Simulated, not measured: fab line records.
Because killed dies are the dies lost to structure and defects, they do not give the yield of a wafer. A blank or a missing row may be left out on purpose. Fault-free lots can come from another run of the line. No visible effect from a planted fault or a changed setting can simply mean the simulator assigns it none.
Which tool was responsible? || flow ritCmos || 13 lots with 39 wafers sampled at 2 steps, on a route of 202 steps

== WHAT THE GAUGES READ, wafer by wafer ==
RIT_CONTACT_THK_MEAS_01. Usual: CONTACT_TEOS_THK gives 404 nm (standard deviation 4.8).
{"lot": "L710", "measured": "day 3 02:07", "on": "filmMetro-04", "CONTACT_TEOS_THK (nm)": "401 403 409", "flag": ""}
{"lot": "L711", "measured": "day 3 08:14", "on": "filmMetro-04", "CONTACT_TEOS_THK (nm)": "394 400 403", "flag": ""}
{"lot": "L714", "measured": "day 3 23:34", "on": "filmMetro-02", "CONTACT_TEOS_THK (nm)": "402 404 407", "flag": ""}
{"lot": "L715", "measured": "day 4 03:38", "on": "filmMetro-02", "CONTACT_TEOS_THK (nm)": "401 405 409", "flag": ""}
{"lot": "L717", "measured": "day 4 12:37", "on": "filmMetro-02", "CONTACT_TEOS_THK (nm)": "398 400 407", "flag": ""}
{"lot": "L718", "measured": "day 4 19:35", "on": "filmMetro-04", "CONTACT_TEOS_THK (nm)": "406 397 410", "flag": ""}
{"lot": "L719", "measured": "day 5 00:50", "on": "filmMetro-03", "CONTACT_TEOS_THK (nm)": "396 403 404", "flag": ""}
{"lot": "L720", "measured": "day 5 04:44", "on": "filmMetro-02", "CONTACT_TEOS_THK (nm)": "407 400 410", "flag": ""}
{"lot": "L723", "measured": "day 5 20:47", "on": "filmMetro-02", "CONTACT_TEOS_THK (nm)": "319 400 332", "flag": "OFF"}
{"lot": "L728", "measured": "day 6 20:33", "on": "filmMetro-04", "CONTACT_TEOS_THK (nm)": "398 402 402", "flag": ""}
{"lot": "L730", "measured": "day 7 08:14", "on": "filmMetro-03", "CONTACT_TEOS_THK (nm)": "403 401 410", "flag": ""}
{"lot": "L731", "measured": "day 7 11:34", "on": "filmMetro-02", "CONTACT_TEOS_THK (nm)": "406 404 410", "flag": ""}
{"lot": "L733", "measured": "day 8 02:04", "on": "filmMetro-03", "CONTACT_TEOS_THK (nm)": "407 405 412", "flag": ""}

== EACH LOT AND THE TOOL THAT RAN IT (in order: tool; ch and the chambers of the sampled wafers; start) ==
{"lot": "L710", "RIT_CONTACT_CVD_00": "pecvd-02 ch 0,1, day 3 02:04"}
{"lot": "L711", "RIT_CONTACT_CVD_00": "pecvd-04 ch 1,2, day 3 08:11"}
{"lot": "L714", "RIT_CONTACT_CVD_00": "pecvd-04 ch 0,2, day 3 23:29"}
{"lot": "L715", "RIT_CONTACT_CVD_00": "pecvd-03 ch 0,2, day 4 03:35"}
{"lot": "L717", "RIT_CONTACT_CVD_00": "pecvd-04 ch 1,2, day 4 12:32"}
{"lot": "L718", "RIT_CONTACT_CVD_00": "pecvd-03 ch 1,2, day 4 19:32"}
{"lot": "L719", "RIT_CONTACT_CVD_00": "pecvd-02 ch 0,1, day 5 00:46"}
{"lot": "L720", "RIT_CONTACT_CVD_00": "pecvd-04 ch 0,1,2, day 5 04:41"}
{"lot": "L723", "RIT_CONTACT_CVD_00": "pecvd-04 ch 0,2, day 5 20:43"}
{"lot": "L728", "RIT_CONTACT_CVD_00": "pecvd-02 ch 0,1,2, day 6 20:30"}
{"lot": "L730", "RIT_CONTACT_CVD_00": "pecvd-03 ch 0,1, day 7 08:11"}
{"lot": "L731", "RIT_CONTACT_CVD_00": "pecvd-02 ch 1,2, day 7 11:31"}
{"lot": "L733", "RIT_CONTACT_CVD_00": "pecvd-03 ch 0,1, day 8 02:01"}
- RIT_CONTACT_CVD_00: deposits SiO2 from TEOS, target thk 400 nm, time 61 s.

== WHAT THE TOOLS THEMSELVES READ (means of the sampled wafers that have a number; where no wafer has one, the mark that the record gives instead) ==
RIT_CONTACT_CVD_00. Usual: heaterPowerW at 305 W, with a standard deviation of 57.
{"lot": "L710", "tool": "pecvd-02", "heaterPowerW (W)": 315, "flag": ""}
{"lot": "L711", "tool": "pecvd-04", "heaterPowerW (W)": 275, "flag": ""}
{"lot": "L714", "tool": "pecvd-04", "heaterPowerW (W)": 331, "flag": ""}
{"lot": "L715", "tool": "pecvd-03", "heaterPowerW (W)": 312, "flag": ""}
{"lot": "L717", "tool": "pecvd-04", "heaterPowerW (W)": 325, "flag": ""}
{"lot": "L718", "tool": "pecvd-03", "heaterPowerW (W)": 246, "flag": ""}
{"lot": "L719", "tool": "pecvd-02", "heaterPowerW (W)": 255, "flag": ""}
{"lot": "L720", "tool": "pecvd-04", "heaterPowerW (W)": 283, "flag": ""}
{"lot": "L723", "tool": "pecvd-04", "heaterPowerW (W)": 350, "flag": ""}
{"lot": "L728", "tool": "pecvd-02", "heaterPowerW (W)": 289, "flag": ""}
{"lot": "L730", "tool": "pecvd-03", "heaterPowerW (W)": 304, "flag": ""}
{"lot": "L731", "tool": "pecvd-02", "heaterPowerW (W)": 324, "flag": ""}
{"lot": "L733", "tool": "pecvd-03", "heaterPowerW (W)": 330, "flag": ""}

== THE ANSWER, worked out from the rows above alone ==
Rule: take the mean of a lot's wafers that have a number; if it is more than 3 standard deviations from the usual mean, the lot is off. A lot without any number at a reading at which 4 lots or more have one is off too. Where the step has rows for the other lots, those lots are counted as sound. After the gauges, taken in route order, come the tools' own readings; for these a lot's mean is taken, as printed above. At the first step where some lot is off, the reading lying furthest off is the one used; lots without a number count as furthest.
Off: L723, at RIT_CONTACT_THK_MEAS_01 (CONTACT_TEOS_THK).
A tool fits if, at a process step before that reading, it ran every lot that is off, and no sound lot after the first of them. The gauges at RIT_CONTACT_THK_MEAS_01 are tried like those tools. One fits: RIT_CONTACT_CVD_00 on pecvd-04. Its last sound lot is L720 (day 5 04:41), its first lot that is off L723 (day 5 20:43): a fault that began between those two fits.

== WHAT HAD BEEN PUT IN BY THE SIMULATOR ==
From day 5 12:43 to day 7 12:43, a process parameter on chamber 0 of pecvd-04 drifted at RIT_CONTACT_CVD_00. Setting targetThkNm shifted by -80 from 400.
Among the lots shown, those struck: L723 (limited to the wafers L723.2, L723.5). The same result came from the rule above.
